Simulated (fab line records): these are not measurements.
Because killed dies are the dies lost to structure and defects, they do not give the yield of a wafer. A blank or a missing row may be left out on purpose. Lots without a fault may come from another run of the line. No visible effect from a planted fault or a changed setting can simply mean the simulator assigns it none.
Which of the tools did it? / flow berkeley cmos170 / 18 wafers from 6 lots sampled at 3 of the route's 331 steps

== WHAT THE GAUGES READ, wafer by wafer ==
UCB170_NVT_OVL_MEAS_06.
lot=L413; measured=day 6 18:55; on=overlay-02; NVT_OVL (nm)=-3 0 4
lot=L421; measured=day 8 20:06; on=overlay-02; NVT_OVL (nm)=6 4 1
lot=L424; measured=day 9 06:06; on=overlay-02; NVT_OVL (nm)=-6 -6 -8
lot=L426; measured=day 9 14:06; on=overlay-02; NVT_OVL (nm)=-5 1 0
lot=L428; measured=day 9 22:46; on=overlay-01; NVT_OVL (nm)=-2 0 4
lot=L433; measured=day 11 00:23; on=overlay-01; NVT_OVL (nm)=1 -3 -5

== EACH LOT AND THE TOOL THAT RAN IT (in order: tool; ch and the chambers of the sampled wafers; start) ==
lot=L413; UCB170_ACTIVE_STRIP_16=plasma asher-02 ch 0,1, day 4 20:59; UCB170_NVT_EXPOSE_03=krf scanner-01 ch 0, day 6 18:24
lot=L421; UCB170_ACTIVE_STRIP_16=plasma asher-03 ch 0,1, day 7 02:41; UCB170_NVT_EXPOSE_03=krf scanner-01 ch 0, day 8 19:44
lot=L424; UCB170_ACTIVE_STRIP_16=plasma asher-02 ch 1, day 7 08:11; UCB170_NVT_EXPOSE_03=krf scanner-01 ch 0, day 9 04:47
lot=L426; UCB170_ACTIVE_STRIP_16=plasma asher-01 ch 0, day 7 20:52; UCB170_NVT_EXPOSE_03=krf scanner-01 ch 0, day 9 13:11
lot=L428; UCB170_ACTIVE_STRIP_16=plasma asher-02 ch 0,1, day 8 13:34; UCB170_NVT_EXPOSE_03=krf scanner-01 ch 0, day 9 22:23
lot=L433; UCB170_ACTIVE_STRIP_16=plasma asher-01 ch 0,1, day 9 11:16; UCB170_NVT_EXPOSE_03=krf scanner-02 ch 0, day 10 23:27
- UCB170_ACTIVE_STRIP_16: strips in O2.
- UCB170_NVT_EXPOSE_03: exposes mask PWELL, target cd 3000 nm.

== THE ANSWER, worked out from the rows above alone ==
Rule: the lots themselves supply what counts as usual. The widest of any qualifying gaps counts: lots, ordered by their means at a reading, are off when they make up no more than a third of the lots, leave a main group of 4 or more, and stand apart from it by 3 or more times the standard deviation of that group's means. A main group whose means are all the same, to the digits that the tables above print for the reading, isn't used. Also off: a lot with no number at a reading for which 4 or more lots have one. Where the step has rows for the other lots, those lots are counted as sound.
Across all readings shown, no lot is off: no conclusion can be drawn from this.

== WHAT THE SIMULATOR HAD INSERTED ==
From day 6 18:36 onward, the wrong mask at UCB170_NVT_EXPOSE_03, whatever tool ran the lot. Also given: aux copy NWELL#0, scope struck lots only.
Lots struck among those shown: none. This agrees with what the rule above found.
